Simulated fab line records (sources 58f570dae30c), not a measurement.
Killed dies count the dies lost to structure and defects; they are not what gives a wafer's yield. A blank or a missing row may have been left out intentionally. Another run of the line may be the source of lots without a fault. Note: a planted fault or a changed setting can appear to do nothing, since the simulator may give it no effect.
Split-lot experiment    flow berkeley-cmos170    23 wafers read across 5 lots, on a route 331 steps long

THE SPLIT
At UCB170_SILICIDE_SPUTTER_01 (material Ti, target thk 30 nm, time 25 s), the setting time-s was moved away from the recipe's 25 s on 7 of the 23 wafers read, by -11.8% to +3.9%. This setting was run at the recipe's value on the other wafers.

SPLIT TO READING: what lies between them in the file, 1 step
- UCB170_SILICIDE_RS_MEAS_02: measures by four-point-probe

THE READING
SILICIDE_TI_THK, in nm, at UCB170_SILICIDE_THK_MEAS_03 (measures by xrf). Fault-free wafers of this fab line usually give 29.6 nm, standard deviation 0.34 nm.

wafer   tool, chamber at the split  time-s as run, s  against the recipe  SILICIDE_TI_THK, nm  against lot-mates on the recipe
L075.1  pvd-sputter-01, -           25                recipe              29.9                 -
L075.4  pvd-sputter-01, -           25                recipe              29.9                 -
L075.6  pvd-sputter-01, -           25                recipe              29.8                 -
L076.1  pvd-sputter-03, -           22.25             -11.0%              26.5                 -3.3
L076.2  pvd-sputter-03, -           25                recipe              29.9                 -
L076.3  pvd-sputter-03, -           25                recipe              29.7                 -
L076.5  pvd-sputter-03, -           25                recipe              29.9                 -
L076.6  pvd-sputter-03, -           22.25             -11.0%              26.4                 -3.4
L077.1  pvd-sputter-01, -           25                recipe              29.3                 -
L077.3  pvd-sputter-01, -           25.97             +3.9%               30.2                 +0.9
L077.4  pvd-sputter-01, -           25.97             +3.9%               30.8                 +1.5
L077.5  pvd-sputter-01, -           25                recipe              29.3                 -
L077.6  pvd-sputter-01, -           25.97             +3.9%               30.2                 +0.9
L084.1  pvd-sputter-02, -           25                recipe              29.7                 -
L084.2  pvd-sputter-02, -           25                recipe              29.9                 -
L084.3  pvd-sputter-02, -           22.05             -11.8%              26.2                 -3.6
L084.4  pvd-sputter-02, -           22.05             -11.8%              26.2                 -3.6
L084.6  pvd-sputter-02, -           25                recipe              29.9                 -
L083.1  pvd-sputter-03, -           25                recipe              29.5                 -
L083.2  pvd-sputter-03, -           25                recipe              29.3                 -
L083.3  pvd-sputter-03, -           25                recipe              29.3                 -
L083.4  pvd-sputter-03, -           25                recipe              29.4                 -
L083.5  pvd-sputter-03, -           25                recipe              29.1                 -

FIT RESULTS
A straight line over all 23 wafers: SILICIDE_TI_THK changes by +0.278 nm for each +1% of time-s; r = +0.98; the points scatter about the line by 0.29 nm.
The same after taking each lot's own level away (the mean of its wafers on the recipe; 23 wafers): +0.305 nm for each +1%; r = +1.00; scatter 0.14 nm.
Per that fit: largest time-s move, reading shift of 3.6 nm.
Measured against the standard deviation above, the lots' own levels, which go from 29.30 to 29.87 nm, span 1.7 times it.
So the lot-to-lot level changes the slope little: the two slopes agree.
Check: -3.61 nm against its lot-mates is what the line predicts for one of the wafers moved furthest among these (-11.8%) when that wafer is left out of the fit. Against them it came out at -3.63 nm.

ADDITIONAL SPLITS CARRIED BY THESE WAFERS
Before the reading, these wafers also passed through other splits. Each is held against what the fit with the lots' levels taken away leaves over:
other split on the same wafers  wafers away from the commonest value  r with SILICIDE_TI_THK (lot level and that fit taken away)
UCB170_PSD_PEB_04 peb-temp-c    10                                    +0.11
UCB170_SDANNEAL_RTA_01 time-s   5                                     +0.03

THE WHOLE CHAIN: every reading that the file lists as answering this split, in the file's order
step                         what it does                              reading                                                                            change (the file's fit)                r (the file's)
UCB170_SILICIDE_SPUTTER_01   material Ti, target thk 30 nm, time 25 s  Ti_of_SILICIDE_SPUTTER_01.thk-nm (the simulator's own value, which no gauge read)  +0.306 nm for each +1% of the setting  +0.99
UCB170_SILICIDE_RS_MEAS_02   measures by four-point-probe              SILICIDE_TI_RS                                                                     -0.347 for each +1% of the setting     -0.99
UCB170_SILICIDE_THK_MEAS_03  measures by xrf                           SILICIDE_TI_THK                                                                    +0.304 for each +1% of the setting     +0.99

THE FILE'S OWN FIT
SILICIDE_TI_THK changes by +0.304 nm for each +1% of time-s, r = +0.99.
